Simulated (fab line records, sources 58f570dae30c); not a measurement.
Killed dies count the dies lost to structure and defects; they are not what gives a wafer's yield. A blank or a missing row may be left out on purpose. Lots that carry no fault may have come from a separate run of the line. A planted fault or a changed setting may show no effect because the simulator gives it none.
Shared-tool check | flow berkeley-cmos170 | 14 lots, 42 wafers sampled

## THE REASON FOR OPENING IT
2 of 14 lots carry a flag on the reading WELLDRIVE_OXIDE_THK at UCB170_WELLDRIVE_THK_MEAS_02. Fault-free wafers read 199 nm, with a standard deviation of 3.8.
Rule: a lot gets a flag if all its wafers with a number sit over 4 standard deviations from that mean, or if no wafer of it has a number. The other lots count as sound.

lot  | measured    | on            | WELLDRIVE_OXIDE_THK (nm), wafer by wafer | flag
L992 | day 3 14:31 | film-metro-01 | 196 196 199                              |
L991 | day 3 14:32 | film-metro-02 | 202 203 205                              |
L994 | day 3 23:28 | film-metro-01 | 204 203 205                              |
L993 | day 3 23:29 | film-metro-04 | 205 205 206                              |
L995 | day 4 08:38 | film-metro-01 | 175 171 177                              | FLAGGED
L996 | day 4 08:38 | film-metro-04 | 178 177 182                              | FLAGGED
L997 | day 4 14:41 | film-metro-04 | 198 197 196                              |
L101 | day 5 23:28 | film-metro-02 | 197 198 200                              |
L105 | day 6 22:37 | film-metro-01 | 201 199 201                              |
L110 | day 7 13:55 | film-metro-01 | 201 197 201                              |
L111 | day 7 21:01 | film-metro-04 | 195 196 197                              |
L113 | day 8 06:17 | film-metro-02 | 202 203 202                              |
L112 | day 8 06:17 | film-metro-04 | 196 197 198                              |
L114 | day 8 14:02 | film-metro-01 | 195 200 198                              |
The numbers of the flagged lots are 177 nm on average: -22 nm against the usual, or -6 standard deviations.

## TOOL THAT RAN EACH LOT
The record keeps 1 process step preceding the reading, out of 331 steps on the route. In each cell: the tool, then ch and the chambers that the sampled wafers went through, then the start.
lot  | flag    | UCB170_WELLDRIVE_OXIDATION_01
L992 |         | furnace-01 ch 0, day 3 11:01
L991 |         | furnace-01 ch 0, day 3 11:01
L994 |         | furnace-04 ch 0, day 3 19:58
L993 |         | furnace-04 ch 0, day 3 19:58
L995 | FLAGGED | furnace-04 ch 0, day 4 05:08
L996 | FLAGGED | furnace-04 ch 0, day 4 05:08
L997 |         | furnace-03 ch 0, day 4 11:10
L101 |         | furnace-01 ch 0, day 5 19:58
L105 |         | furnace-01 ch 0, day 6 19:07
L110 |         | furnace-01 ch 0, day 7 10:25
L111 |         | furnace-04 ch 0, day 7 17:29
L113 |         | furnace-01 ch 0, day 8 02:47
L112 |         | furnace-01 ch 0, day 8 02:47
L114 |         | furnace-01 ch 0, day 8 10:32
What is done by these steps:
- UCB170_WELLDRIVE_OXIDATION_01: target thk 199 nm, ox time 9000 s.
- UCB170_WELLDRIVE_THK_MEAS_02

## FLAGGED OVER TOTAL, TOOL BY TOOL (the gauges that took the reading come last)
step                          | tool          | lots run | flagged | share of the flagged lots | sound lots run after its first flagged lot
UCB170_WELLDRIVE_OXIDATION_01 | furnace-01    | 8        | 0       | none                      | -
UCB170_WELLDRIVE_OXIDATION_01 | furnace-03    | 1        | 0       | none                      | -
UCB170_WELLDRIVE_OXIDATION_01 | furnace-04    | 5        | 2       | all                       | 1 (L111)
UCB170_WELLDRIVE_THK_MEAS_02  | film-metro-01 | 6        | 1       | some                      | 3 (L105,L110,L114)
UCB170_WELLDRIVE_THK_MEAS_02  | film-metro-02 | 3        | 0       | none                      | -
UCB170_WELLDRIVE_THK_MEAS_02  | film-metro-04 | 5        | 1       | some                      | 3 (L997,L111,L112)

## WHAT IS ALLOWED BY THE TABLE
All flagged lots share 1 row of the table, namely furnace-04 at UCB170_WELLDRIVE_OXIDATION_01.
- furnace-04 at UCB170_WELLDRIVE_OXIDATION_01 ran 5 lots, 2 of them flagged. Lots that were sound ran on it after the first flagged one (L111); a persistent fault on the entire tool would not allow that. Its own readings lie more than 4 standard deviations out on every wafer of the flagged lots: spike-tc-centre-C, spike-tc-load-C, spike-tc-source-C, tube-center-temp-C, tube_center_temp_C_max.
Not one row of the table ran every flagged lot while running no sound lot after the first.

## WHAT WAS PUT IN BY THE SIMULATOR
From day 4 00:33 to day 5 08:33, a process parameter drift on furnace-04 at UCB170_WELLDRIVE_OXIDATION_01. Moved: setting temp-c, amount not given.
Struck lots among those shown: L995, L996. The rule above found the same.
